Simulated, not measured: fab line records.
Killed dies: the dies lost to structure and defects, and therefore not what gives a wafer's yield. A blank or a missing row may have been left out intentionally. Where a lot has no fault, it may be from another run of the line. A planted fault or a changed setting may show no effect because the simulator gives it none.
fab line records | flow berkeley-cmos170
record: lots: 14 | wafers: 42 | last-day: 13
route steps=331 shown PWELL@36 ACTIVE@74 PFIELD@87 PVT@121
lots untouched by any fault: they come from a run of this same line in which no faults occurred
start-h: the number of hours between the record's first day and the start of the first shown wafer of the lot | wait-h: how many hours have passed since the lot's step before this one | " identical to the entry in the row above | L1.1+2: a row that stands for several wafers | - no value present, or no start provided | * or withheld: withheld | < > ~ a bound
route shown NAME@n: names a module that has steps shown in the file, with the first one's number in the route | usual: mean and standard deviation over wafers with no fault | same: alike in all rows | chamber/n: place in a boat | sites: each site's reading | _std_site: their standard deviation | _edge_site: the outer-site mean with the inner-site mean subtracted | radius-mm: how far each site lies from the wafer's centre | mask NAME#n: copy n | behind: tool/chamber where the wafer was last shaped | hold: cause of the lot's hold/its duration in hours/its outcome | device: whichever transistor did not switch (one of n, p or np) | end of line: the route-end tests of the same wafers | for a step that has no rows: nothing shown but its recipe | killed: count of dies lost to structure and defects at first sort (not the wafer's yield) | map: the dies of a wafer, with x for killed, . for not killed, _ for no die there
set.NAME: the setting as run; set.NAME@STEP: as run at that earlier step | model.NAME: the simulator's own value behind a step, which no gauge read
route steps across a sampled set of lots; one table per step, one row per wafer
services: the hour from which a tool's chamber was out of use, counted from the record's first day as start-h (under 0 if before that day), plus the number of hours and why
== steps ==
step: UCB170_PWELL_OXIDATION_02
recipe: temp-c: 1000 | ambient: O2 | target-thk-a: 264 | ox-time-s: 1260
usual: ox-temp-c: 1000.0/0.49 | ox-temp-c-max: 1005.3/1.3 | spike-tc-source-C: 1023.2/1.6 | zone-power-centre-pct: 51/3.9
lot.wafer | tool       | chamber | start-h | wait-h | ox-temp-c | ox-temp-c-max | spike-tc-source-C | zone-power-centre-pct
L390.1    | furnace-02 | 0       | 49.68   | 7.5    | 1000.4    | 1004.6        | 1024.7            | 47
L390.3    | "          | 0       | "       | "      | 1000.4    | 1005.5        | 1024.8            | 46
L390.4    | "          | 0       | "       | "      | 1000.3    | 1006.1        | 1022.8            | 47
L393.1    | furnace-04 | 0       | 67.59   | 6.8    | 999.7     | 1004.4        | 1022.8            | 54
L393.5    | "          | 0       | "       | "      | 1000.9    | 1006.2        | 1023.2            | 54
L393.6    | "          | 0       | "       | "      | 1000.2    | 1007.1        | 1020.3            | 54
L395.4    | furnace-04 | 0       | 79.71   | 4.6    | 1000.8    | 1007.9        | 1022.9            | 53
L395.5    | "          | 0       | "       | "      | 1001.0    | 1006.4        | 1021.9            | 54
L395.6    | "          | 0       | "       | "      | 1000.5    | 1007.4        | 1021.7            | 54
L396.1    | furnace-04 | 0       | 79.71   | 4.3    | 999.3     | 1004.5        | 1021.1            | 54
L396.2    | "          | 0       | "       | "      | 998.7     | 1004.3        | 1022.1            | 54
L396.3    | "          | 0       | "       | "      | 999.9     | 1005.3        | 1023.9            | 54
L397.2    | furnace-04 | 0       | 79.71   | 4.6    | 999.5     | 1004.5        | 1022.5            | 54
L397.3    | "          | 0       | "       | "      | 999.0     | 1005.1        | 1020.7            | 55
L397.4    | "          | 0       | "       | "      | 999.6     | 1004.6        | 1022.9            | 56
L398.1    | furnace-04 | 0       | 93.68   | 5.5    | 1000.7    | 1006.4        | 1022.6            | 54
L398.3    | "          | 0       | "       | "      | 1000.4    | 1005.8        | 1021.6            | 55
L398.4    | "          | 0       | "       | "      | 1000.5    | 1008.4        | 1021.7            | 54
L399.3    | furnace-04 | 0       | 93.68   | 1.9    | 1000.3    | 1005.3        | 1022.5            | 54
L399.4    | "          | 0       | "       | "      | 1000.4    | 1006.5        | 1023.2            | 54
L399.6    | "          | 0       | "       | "      | 1000.6    | 1008.1        | 1023.4            | 55
L400.1    | furnace-02 | 0       | 102.90  | 5.0    | 999.5     | 1004.4        | 1023.4            | 46
L400.3    | "          | 0       | "       | "      | 1000.0    | 1004.5        | 1025.6            | 46
L400.6    | "          | 0       | "       | "      | 999.5     | 1004.5        | 1024.4            | 46
L402.1    | furnace-02 | 0       | 111.17  | 4.2    | 1000.2    | 1005.0        | 1024.7            | 46
L402.3    | "          | 0       | "       | "      | 999.8     | 1004.8        | 1024.7            | 47
L402.4    | "          | 0       | "       | "      | 1000.2    | 1004.3        | 1022.9            | 46
L404.1    | furnace-04 | -       | 117.88  | 2.8    | -         | -             | -                 | -
L404.2    | "          | -       | "       | "      | -         | -             | -                 | -
L404.6    | "          | -       | "       | "      | -         | -             | -                 | -
L405.1    | furnace-04 | -       | 117.88  | 2.8    | -         | -             | -                 | -
L405.4    | "          | -       | "       | "      | -         | -             | -                 | -
L405.5    | "          | -       | "       | "      | -         | -             | -                 | -
L406.1    | furnace-01 | 0       | 129.15  | 4.5    | 999.4     | 1004.4        | 1027.1            | 47
L406.4    | "          | 0       | "       | "      | 999.9     | 1003.2        | 1024.7            | 47
L406.6    | "          | 0       | "       | "      | 999.9     | 1005.5        | 1025.1            | 46
L407.1    | furnace-01 | 0       | 129.15  | 4.7    | 1000.0    | 1003.7        | 1023.5            | 47
L407.5    | "          | 0       | "       | "      | 999.5     | 1003.5        | 1025.3            | 46
L407.6    | "          | 0       | "       | "      | 998.8     | 1002.9        | 1025.4            | 47
L409.1    | furnace-04 | 0       | 140.96  | 4.7    | 1000.7    | 1005.4        | 1022.2            | 54
L409.2    | "          | 0       | "       | "      | 1000.9    | 1006.0        | 1021.3            | 54
L409.5    | "          | 0       | "       | "      | 1000.0    | 1004.5        | 1021.1            | 54
step: UCB170_ACTIVE_OVL_MEAS_14
usual: ACTIVE_OVL: -4/6.1
lot.wafer | tool       | chamber | start-h | wait-h | ACTIVE_OVL[nm]
L390.1    | overlay-02 | -       | 101.03  | 0.1    | -3
L390.3    | "          | -       | "       | "      | -3
L390.4    | "          | -       | "       | "      | 0
L393.1    | overlay-02 | -       | 112.55  | 0.1    | -9
L393.5    | "          | -       | "       | "      | -7
L393.6    | "          | -       | "       | "      | -7
L395.4    | overlay-02 | -       | 125.89  | 0.1    | 1
L395.5    | "          | -       | "       | "      | -2
L395.6    | "          | -       | "       | "      | -3
L396.1    | overlay-02 | -       | 126.11  | 0.1    | 6
L396.2    | "          | -       | "       | "      | 3
L396.3    | "          | -       | "       | "      | 9
L397.2    | overlay-01 | -       | 126.36  | 0.1    | -6
L397.3    | "          | -       | "       | "      | 0
L397.4    | "          | -       | "       | "      | 3
L399.3    | overlay-02 | -       | 140.33  | 0.1    | -6
L399.4    | "          | -       | "       | "      | 0
L399.6    | "          | -       | "       | "      | 0
L398.1    | overlay-01 | -       | 140.50  | 0.1    | -8
L398.3    | "          | -       | "       | "      | -1
L398.4    | "          | -       | "       | "      | 2
L400.1    | overlay-01 | -       | 154.19  | 0.1    | -9
L400.3    | "          | -       | "       | "      | -9
L400.6    | "          | -       | "       | "      | 8
L402.1    | overlay-01 | -       | 165.12  | 0.1    | 4
L402.3    | "          | -       | "       | "      | 0
L402.4    | "          | -       | "       | "      | 0
L407.1    | overlay-01 | -       | 175.21  | 0.1    | 4
L407.5    | "          | -       | "       | "      | 1
L407.6    | "          | -       | "       | "      | -2
L406.1    | overlay-01 | -       | 175.56  | 0.1    | -11
L406.4    | "          | -       | "       | "      | -8
L406.6    | "          | -       | "       | "      | -10
L409.1    | overlay-01 | -       | 192.05  | 0.1    | -12
L409.2    | "          | -       | "       | "      | -17
L409.5    | "          | -       | "       | "      | -12
step: UCB170_PFIELD_STRIP_08
recipe: chemistry: O2 | power-w: 400 | pressure-mtorr: 3500 | platen-temp-c: withheld | o2-flow-sccm: 400 | overash-fraction: 0.5
usual: drypump-motor-current-A: 5.5/0.46 | o2-flow-sccm: 399.9/1.2 | oes-product-au: 0.735/0.0044 | strip-time-to-endpoint-s: 21.63/0.076
lot.wafer | tool            | chamber | start-h | wait-h | drypump-motor-current-A | o2-flow-sccm | oes-product-au | rf-hours-counter-h | strip-time-to-endpoint-s
L390.1    | plasma-asher-04 | 1       | 102.83  | 0.1    | 5.6                     | 398.5        | 0.734          | 31                 | 21.59
L390.3    | "               | 0       | "       | "      | 5.4                     | 399.1        | 0.738          | -                  | 21.63
L390.4    | "               | 1       | "       | "      | 5.6                     | 399.8        | 0.733          | -                  | 21.63
L393.1    | plasma-asher-03 | 1       | 115.42  | 0.1    | 4.9                     | 400.6        | 0.737          | 37                 | 21.61
L393.5    | "               | 0       | "       | "      | 6.2                     | 400.6        | 0.740          | -                  | 21.72
L393.6    | "               | 1       | "       | "      | 4.9                     | 397.7        | 0.740          | -                  | 21.60
L395.4    | plasma-asher-03 | 1       | 128.06  | 0.1    | 4.9                     | 400.2        | 0.733          | -                  | 21.63
L395.5    | "               | 0       | "       | "      | 6.1                     | 398.4        | 0.729          | -                  | 21.61
L395.6    | "               | 1       | "       | "      | 5.0                     | 398.3        | 0.728          | -                  | 21.61
L396.1    | plasma-asher-02 | 1       | 128.30  | 0.1    | 5.8                     | 399.3        | 0.731          | 1                  | 21.68
L396.2    | "               | 0       | "       | "      | 5.0                     | 400.0        | 0.731          | 1                  | 21.66
L396.3    | "               | 0       | "       | "      | 5.0                     | 400.4        | 0.736          | -                  | 21.63
L397.2    | plasma-asher-03 | 1       | 128.62  | 0.1    | 4.9                     | 400.1        | 0.738          | 39                 | 21.50
L397.3    | "               | 1       | "       | "      | 4.9                     | 399.0        | 0.734          | -                  | 21.54
L397.4    | "               | 0       | "       | "      | 6.1                     | 400.9        | 0.731          | -                  | 21.49
L399.3    | plasma-asher-03 | 1       | 141.92  | 0.1    | 4.9                     | 400.8        | 0.738          | -                  | 21.67
L399.4    | "               | 0       | "       | "      | 6.1                     | 398.9        | 0.733          | -                  | 21.65
L399.6    | "               | 1       | "       | "      | 4.9                     | 399.6        | 0.729          | -                  | 21.68
L398.1    | plasma-asher-04 | 0       | 142.67  | 0.1    | 5.4                     | 400.8        | 0.729          | 36                 | 21.64
L398.3    | "               | 1       | "       | "      | 5.6                     | 400.4        | 0.724          | -                  | 21.71
L398.4    | "               | 0       | "       | "      | 5.4                     | 398.5        | 0.733          | -                  | 21.74
L400.1    | plasma-asher-02 | 0       | 156.76  | 0.1    | 5.0                     | 400.4        | 0.739          | 4                  | 21.76
L400.3    | "               | 0       | "       | "      | 5.0                     | 399.0        | 0.732          | -                  | 21.81
L400.6    | "               | 0       | "       | "      | 5.0                     | 399.2        | 0.732          | -                  | 21.77
L402.1    | plasma-asher-02 | 1       | 168.17  | 0.1    | 5.8                     | 399.8        | 0.736          | 5                  | 21.67
L402.3    | "               | 0       | "       | "      | 5.0                     | 400.4        | 0.735          | -                  | 21.57
L402.4    | "               | 1       | "       | "      | 5.8                     | 399.2        | 0.738          | -                  | 21.66
L407.1    | plasma-asher-04 | 0       | 177.02  | 0.1    | 5.4                     | 398.5        | 0.731          | 39                 | 21.51
L407.5    | "               | 0       | "       | "      | 5.4                     | 402.4        | 0.738          | -                  | 21.59
L407.6    | "               | 1       | "       | "      | 5.6                     | 399.6        | 0.730          | -                  | 21.52
L406.1    | plasma-asher-03 | 1       | 177.29  | 0.1    | 4.9                     | 401.4        | 0.741          | 44                 | 21.78
L406.4    | "               | 1       | "       | "      | 4.9                     | 400.0        | 0.738          | -                  | 21.71
L406.6    | "               | 1       | "       | "      | 4.9                     | 401.9        | 0.738          | -                  | 21.74
L409.1    | plasma-asher-04 | 0       | 193.88  | 0.1    | 5.4                     | 400.1        | 0.738          | 41                 | 21.64
L409.2    | "               | 1       | "       | "      | 5.6                     | 399.2        | 0.730          | 41                 | 21.63
L409.5    | "               | 0       | "       | "      | 5.4                     | 398.9        | 0.738          | -                  | 21.54
step: UCB170_PVT_OVL_MEAS_06
usual: PVT_OVL: -1/5.9
lot.wafer | tool       | chamber | start-h | wait-h | PVT_OVL[nm]
L390.1    | overlay-02 | -       | 140.97  | -      | -10
L390.3    | "          | -       | "       | "      | 2
L390.4    | "          | -       | "       | "      | 7
L393.1    | overlay-01 | -       | 157.98  | -      | -6
L393.5    | "          | -       | "       | "      | -13
L393.6    | "          | -       | "       | "      | -13
L397.2    | overlay-02 | -       | 169.94  | -      | 4
L397.3    | "          | -       | "       | "      | 5
L397.4    | "          | -       | "       | "      | 0
L396.1    | overlay-01 | -       | 169.96  | -      | -5
L396.2    | "          | -       | "       | "      | -8
L396.3    | "          | -       | "       | "      | -5
L395.4    | overlay-02 | -       | 170.23  | -      | 9
L395.5    | "          | -       | "       | "      | 5
L395.6    | "          | -       | "       | "      | 10
L399.3    | overlay-01 | -       | 185.87  | -      | 5
L399.4    | "          | -       | "       | "      | 7
L399.6    | "          | -       | "       | "      | 7
L398.1    | overlay-02 | -       | 185.98  | -      | 5
L398.3    | "          | -       | "       | "      | 3
L398.4    | "          | -       | "       | "      | 6
L400.1    | overlay-02 | -       | 197.62  | -      | -5
L400.3    | "          | -       | "       | "      | 1
L400.6    | "          | -       | "       | "      | 7
L402.1    | overlay-02 | -       | 213.06  | -      | -4
L402.3    | "          | -       | "       | "      | -1
L402.4    | "          | -       | "       | "      | 0
L406.1    | overlay-02 | -       | 220.24  | -      | -7
L406.4    | "          | -       | "       | "      | -9
L406.6    | "          | -       | "       | "      | -2
L407.1    | overlay-01 | -       | 220.78  | -      | 3
L407.5    | "          | -       | "       | "      | 4
L407.6    | "          | -       | "       | "      | 2
L409.1    | overlay-02 | -       | 238.17  | -      | -6
L409.2    | "          | -       | "       | "      | 0
L409.5    | "          | -       | "       | "      | -5
== services ==
tool            | chamber | start-h | hours | kind
furnace-01      | -       | 44.75   | 4.0   | pm
furnace-02      | -       | 62.98   | 3.0   | pm
furnace-01      | -       | 69.65   | 3.1   | pm
plasma-asher-02 | -       | 108.75  | 9.0   | pm
plasma-asher-02 | 0       | 108.75  | 9.0   | vent-cycle
plasma-asher-02 | 1       | 108.75  | 9.0   | vent-cycle
plasma-asher-02 | 0       | 117.75  | -     | clean
plasma-asher-02 | 1       | 117.75  | -     | clean
furnace-04      | -       | 131.16  | 3.2   | pm
furnace-01      | -       | 153.47  | 2.2   | pm
== key ==
first-sign: step: UCB170_PWELL_OXIDATION_02 | reading: tool-record | direction: missing
effect none on later readings
met-at UCB170_PWELL_OXIDATION_02
struck-lots L404,L405
later-rows-left-out L404.1,L404.2,L404.6,L405.1,L405.4,L405.5
sort-left-out L404.1,L404.2,L404.6,L405.1,L405.4,L405.5
tester-left-out L404,L405
not-acting-at UCB170_ACTIVE_OVL_MEAS_14,UCB170_PFIELD_STRIP_08,UCB170_PVT_OVL_MEAS_06
onset-between 93.68 117.88
fault: kind: skipped-step-whole | tool: furnace-04 | chamber: - | onset-h: 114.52 | steps: UCB170_PWELL_OXIDATION_02 | scope: struck-lots-only
tester-left-out: of these lots the tester's yield and bins aren't shown, on N5 and GAA mostly nor the transistor test; their killed dies are dies lost to structure and defects alone, not to doping, threshold or leakage, so they don't give the yield
sort-left-out: the simulated sort isn't trusted on such a fault, so these wafers' sort isn't shown, and their yield isn't known
later-rows-left-out: the simulator's readings of these wafers behind a module that went badly wrong aren't trusted and aren't shown, but for the sort
